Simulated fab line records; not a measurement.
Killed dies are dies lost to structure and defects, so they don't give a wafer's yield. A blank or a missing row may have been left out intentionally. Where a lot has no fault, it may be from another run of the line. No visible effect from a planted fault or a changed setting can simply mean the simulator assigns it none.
Comparing a struck lot with a sound one | flow rit-cmos | 16 steps out of a route of 202
Sound: these wafers, L781.2, L781.4, L781.6. Struck: wafers L790.1, L790.4, L790.5. The cause is named last.
Order at every step that has rows: each side's tool, ch and its chambers, its first start. Under that, the readings that differ: sound wafers | struck wafers | difference of the means | sigmas: that difference in standard deviations of wafers without a fault.
alike: readings with means less than 2 such deviations apart, plus words and numbers identical on both sides. not compared: withheld readings, readings lacking a value on some wafer, bounds such as >300 that could conceal the same value, and numbers that have no deviation in the record and whose values overlap.
A row with sigmas, a row that says differs or no value, or rows on one side alone: a step with any of these is where the two part. Numbers that don't overlap but have no deviation are shown without sigmas and don't part them. A reading that every wafer of one side lacks parts them only if that side has two wafers or more.

RIT_ACTIVE_BOW_MEAS_00:
  sound on film-metro-02, day 3 02:01; struck on film-metro-03, day 4 23:00
  alike: INCOMING_BOW
then, 1 step without rows for these wafers: RIT_ACTIVE_OXIDATION_01 (target thk 46.8 nm, ox time 3360 s).
RIT_ACTIVE_THK_MEAS_02:
  sound on film-metro-02, day 3 04:04; struck on film-metro-04, day 5 01:20
  alike: ACTIVE_OXIDE_THK
then, 1 step without rows for these wafers: RIT_ACTIVE_CVD_03 (deposits Si3N4 from SiH2Cl2/NH3, target thk 150 nm, time 1500 s).
RIT_ACTIVE_THK_MEAS_04:
  sound on film-metro-04, day 3 05:32; struck on film-metro-02, day 5 03:31
  alike: ACTIVE_NITRIDE_THK
then, 5 steps without rows for these wafers: RIT_ACTIVE_HMDS_05 (prime time 60 s); RIT_ACTIVE_COAT_06 (resist thk 1000 nm); RIT_ACTIVE_SOFTBAKE_07 (time 60 s); RIT_ACTIVE_EXPOSE_08 (exposes mask M1, target cd 1400 nm); RIT_ACTIVE_PEB_09.
RIT_ACTIVE_DEVELOP_10: develop time 50 s.
  sound on litho-track-04 ch 0, day 3 06:00; struck on litho-track-04 ch 0, day 5 04:00
RIT_ACTIVE_CD_MEAS_11: target cd 1400 nm.
  sound on cd-sem-02, day 3 06:28; struck on cd-sem-02, day 5 04:26
  reading    | sound                | struck               | difference | sigmas
  cd-nm (nm) | 1395.3 1395.2 1395.8 | 1360.1 1356.7 1355.4 | -38.0      | -15
then, 1 step without rows for these wafers: RIT_ACTIVE_HARDBAKE_12 (time 60 s).
RIT_ACTIVE_ETCH_13: etches Si3N4 in SF6, stops on SiO2, time 210 s, target depth 210 nm.
  sound on rie-diel-01 ch 2,3, day 3 06:43; struck on rie-diel-04 ch 0,1, day 5 04:42
  reading                 | sound          | struck         | difference | sigmas
  model.ACTIVE.cd-nm (nm) | 1395 1395 1396 | 1361 1357 1356 | -37        |
  alike: drypump-motor-current-A, oes-product-au, throttle-valve-pct
  not compared: rf-hours-counter-h
RIT_ACTIVE_STRIP_14: strips in O2, time 180 s.
  sound on plasma-asher-01 ch 0,1, day 3 06:50; struck on plasma-asher-03 ch 0,1, day 5 04:50
  alike: drypump-motor-current-A
  not compared: rf-hours-counter-h
RIT_M1_PROBE_99:
  sound on prober-02, day 5 10:35; struck on prober-02, day 7 03:05
  reading                             | sound          | struck         | difference | sigmas
  model.etest.nplus-sal.width-nm (nm) | 3473 3482 3440 | 3418 3431 3403 | -48        |
  model.etest.pplus-sal.width-nm (nm) | 3485 3480 3472 | 3400 3413 3408 | -72        |
  model.etest.nldd.width-nm (nm)      | 3198 3210 3193 | 3181 3174 3155 | -30        |
  model.etest.pldd.width-nm (nm)      | 3192 3202 3208 | 3153 3177 3158 | -38        |
  alike: killed-at-contacts, killed-at-front-end, killed-dies, killed-open, killed-short

## WHERE THEY PART
Only at RIT_ACTIVE_CD_MEAS_11, as far as this record shows. Later steps at which nothing parts them and some readings are alike: RIT_ACTIVE_ETCH_13, RIT_ACTIVE_STRIP_14, RIT_M1_PROBE_99.

WHY: what the simulator had put in
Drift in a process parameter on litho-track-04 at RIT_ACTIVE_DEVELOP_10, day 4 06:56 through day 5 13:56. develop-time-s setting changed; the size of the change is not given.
